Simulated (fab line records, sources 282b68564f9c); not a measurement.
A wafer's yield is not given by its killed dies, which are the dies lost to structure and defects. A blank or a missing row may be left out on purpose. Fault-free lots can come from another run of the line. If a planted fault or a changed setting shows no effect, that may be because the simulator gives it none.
A struck lot beside a sound one || flow rit_cmos || 44 out of 202 route steps
Sound: wafers L899.3, L899.4, L899.5. Struck: wafers L918.1, L918.4, L918.6. At the end, the cause is stated.
Order at every step that has rows: each side's tool, ch and its chambers, its first start. Under that, the readings that differ: sound wafers || struck wafers || difference of the means || sigmas: that difference in standard deviations of wafers without a fault.
alike: words and numbers the same on both sides, and readings whose means are apart by under 2 such deviations; not compared: readings that were withheld, readings missing a value for some wafer, numbers with overlapping values and no deviation given by the record, and bounds like >300 which may hide the same value.
The two part at a step that has a row with sigmas, a row that says differs or no value, or rows on one side only. Non-overlapping numbers with no deviation appear without sigmas and do not part them. Lack of a reading on every wafer of one side parts them only where that side has two or more wafers.

first, 1 step without rows for these wafers: RIT_PRETRO_IMPLANT_08.
RIT_PRETRO_STRIP_09: strips in O2, time 180 s.
  sound on plasma_asher-04 ch 0,1, day 2 17:33; struck on plasma_asher-01 ch 0,1, day 6 11:57
  alike: drypump_motor_current_A
  not compared: rf_hours_counter_h
RIT_PRETRO_TW_MEAS_10:
  sound: film_metro-04 at day 2 17:41; struck: film_metro-02 at day 6 12:08
  alike: PRETRO_TW
then, 5 steps without rows for these wafers: RIT_GATE_WET_ETCH_00 (etches SiO2 in BOE, target depth 56 nm, time 60 s); RIT_GATE_CLEAN_01 (cleans in SC1, time 600 s); RIT_GATE_CLEAN_02 (cleans in dHF, time 30 s); RIT_GATE_CLEAN_03 (cleans in SC2, time 600 s); RIT_GATE_CLEAN_04 (cleans in dHF, time 60 s).
RIT_FOX2_THK_MEAS_91:
  sound: film_metro-02 at day 2 18:10; struck: film_metro-01 at day 6 12:37
  alike: FIELD_OXIDE_LEFT_2_THK
then, 2 steps without rows for these wafers: RIT_GATE_OXIDATION_05 (target thk 3 nm, ox time 270 s); RIT_GATE_ANNEAL_06 (time 600 s).
RIT_GATE_THK_MEAS_07:
  sound: film_metro-01 at day 2 19:33; struck: film_metro-04 at day 6 14:01
  alike: GATE_OXIDE_THK
RIT_GATE_CVD_08: deposits poly-Si from SiH4, target thk 250 nm, time 2220 s.
  sound on lpcvd-02 ch 0, day 2 19:35; struck on lpcvd-02 ch 1, day 6 14:04
{"reading": "spike_tc_centre_C (C)", "sound": "611.4 612.4 610.8", "struck": "603.1 603.0 602.7", "difference": -8.6, "sigmas": -8}
{"reading": "spike_tc_load_C (C)", "sound": "634.4 635.2 635.5", "struck": "619.4 620.8 619.9", "difference": -15.0, "sigmas": -5}
{"reading": "spike_tc_source_C (C)", "sound": "631.1 633.4 631.9", "struck": "619.3 620.9 620.9", "difference": -11.8, "sigmas": -8}
{"reading": "model.poly-Si_of_GATE_CVD_08.thk_nm (nm)", "sound": "254.3 254.5 255", "struck": "195.2 194.9 194.7", "difference": -59.7, "sigmas": ""}
RIT_GATE_THK_MEAS_09:
  sound: film_metro-02 at day 2 21:14; struck: film_metro-01 at day 6 15:41
{"reading": "GATE_POLY_THK (nm)", "sound": "254.4 254.4 255.0", "struck": "195.2 194.9 194.7", "difference": -59.7, "sigmas": -27}
then, 6 steps without rows for these wafers: RIT_GATE_HMDS_10 (prime time 60 s); RIT_GATE_COAT_11 (resist thk 850 nm); RIT_GATE_SOFTBAKE_12 (time 60 s); RIT_GATE_EXPOSE_13 (exposes mask M6, target cd 150 nm); RIT_GATE_PEB_14; RIT_GATE_DEVELOP_15 (develop time 50.85 s).
RIT_GATE_CD_MEAS_16: target cd 150 nm.
  sound: cd_sem-01 at day 2 22:17; struck: cd_sem-01 at day 6 16:43
  alike: cd_nm
RIT_GATE_OVL_MEAS_17:
  sound: overlay-02 at day 2 22:22; struck: overlay-01 at day 6 16:50
  alike: GATE_OVL
then, 1 step without rows for these wafers: RIT_GATE_HARDBAKE_18 (time 60 s).
RIT_GATE_ETCH_19: etches poly-Si in SF6/CHF3/O2, stops on SiO2, time 165 s, target depth 312.5 nm.
  sound on rie_si-02 ch 1,2, day 2 22:33; struck on rie_si-01 ch 0,2,3, day 6 17:02
{"reading": "oes_product_au (a.u.)", "sound": "0.830 0.854 0.855", "struck": "0.708 0.710 0.708", "difference": -0.138, "sigmas": -13}
{"reading": "model.etch.depth_nm (nm)", "sound": "254.3 254.5 255", "struck": "195.2 194.9 194.7", "difference": -59.7, "sigmas": ""}
{"reading": "model.GATE.feature_depth_nm (nm)", "sound": "254.3 254.5 255", "struck": "195.2 194.9 194.7", "difference": -59.7, "sigmas": ""}
  alike: drypump_motor_current_A, rf_fwd_power_W, throttle_valve_pct
  not compared: rf_hours_counter_h
RIT_GATE_STRIP_20: strips in O2, time 180 s.
  sound on plasma_asher-04 ch 0,1, day 2 22:43; struck on plasma_asher-02 ch 0,1, day 6 17:08
  alike: drypump_motor_current_A
  not compared: rf_hours_counter_h
RIT_GATE_CD_MEAS_90: target cd 150 nm.
  sound: cd_sem-01 at day 2 22:52; struck: cd_sem-02 at day 6 17:19
  alike: cd_nm
then, 4 steps without rows for these wafers: RIT_REOX_CLEAN_00 (cleans in SC1, time 600 s); RIT_REOX_CLEAN_01 (cleans in dHF, time 30 s); RIT_REOX_CLEAN_02 (cleans in SC2, time 600 s); RIT_REOX_OXIDATION_03 (target thk 25.2 nm, ox time 5580 s).
RIT_REOX_THK_MEAS_04:
  sound: film_metro-02 at day 3 01:53; struck: film_metro-02 at day 6 20:23
  alike: REOX_OXIDE_THK
then, 2 steps without rows for these wafers: RIT_NLDD_HMDS_00 (prime time 60 s); RIT_NLDD_COAT_01 (resist thk 1000 nm).
RIT_NLDD_SOFTBAKE_02: time 62.18 s.
  sound on litho_track-01 ch 0, day 3 02:19; struck on litho_track-04 ch 0, day 6 20:44
  alike: plate_sensor_t_centre_C, plate_sensor_t_edge_C
then, 3 steps without rows for these wafers: RIT_NLDD_EXPOSE_03 (exposes mask M7, target cd 40700 nm); RIT_NLDD_PEB_04; RIT_NLDD_DEVELOP_05 (develop time 50 s).
RIT_NLDD_OVL_MEAS_06:
  sound: overlay-01 at day 3 02:58; struck: overlay-02 at day 6 21:17
  alike: NLDD_OVL
then, 2 steps without rows for these wafers: RIT_NLDD_HARDBAKE_07 (time 60 s); RIT_NLDD_IMPLANT_08.
RIT_NLDD_STRIP_09: strips in O2, time 180 s.
  sound on plasma_asher-01 ch 0,1, day 3 03:20; struck on plasma_asher-04 ch 0,1, day 6 21:50
  alike: drypump_motor_current_A
  not compared: rf_hours_counter_h
RIT_NLDD_TW_MEAS_10:
  sound: film_metro-03 at day 3 03:29; struck: film_metro-01 at day 6 22:01
  alike: NLDD_TW
RIT_SDANNEAL_CLEAN_02: cleans in SC2, time 600 s.
  sound on wet_bench-04 ch 2, day 3 10:35; struck on wet_bench-03 ch 0, day 7 05:44
{"reading": "model.poly-Si_of_GATE_CVD_08.thk_nm (nm)", "sound": "169.9 169.7 170.7", "struck": "108.9 108.6 109", "difference": -61.3, "sigmas": ""}
RIT_M1_PROBE_99:
  sound: prober-01 at day 3 18:18; struck: prober-01 at day 7 13:46
  alike: killed_at_front_end, killed_dies, killed_open, killed_short

== WHERE THEY PART ==
Earliest at RIT_GATE_CVD_08; latest, in this record, at RIT_GATE_ETCH_19. Later steps at which nothing parts them and some readings are alike: RIT_GATE_STRIP_20, RIT_GATE_CD_MEAS_90, RIT_REOX_THK_MEAS_04, RIT_NLDD_SOFTBAKE_02, RIT_NLDD_OVL_MEAS_06, RIT_NLDD_STRIP_09, RIT_NLDD_TW_MEAS_10, RIT_M1_PROBE_99.

WHY: what the simulator had put in
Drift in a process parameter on lpcvd-02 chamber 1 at RIT_GATE_CVD_08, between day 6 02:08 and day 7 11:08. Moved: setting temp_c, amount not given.
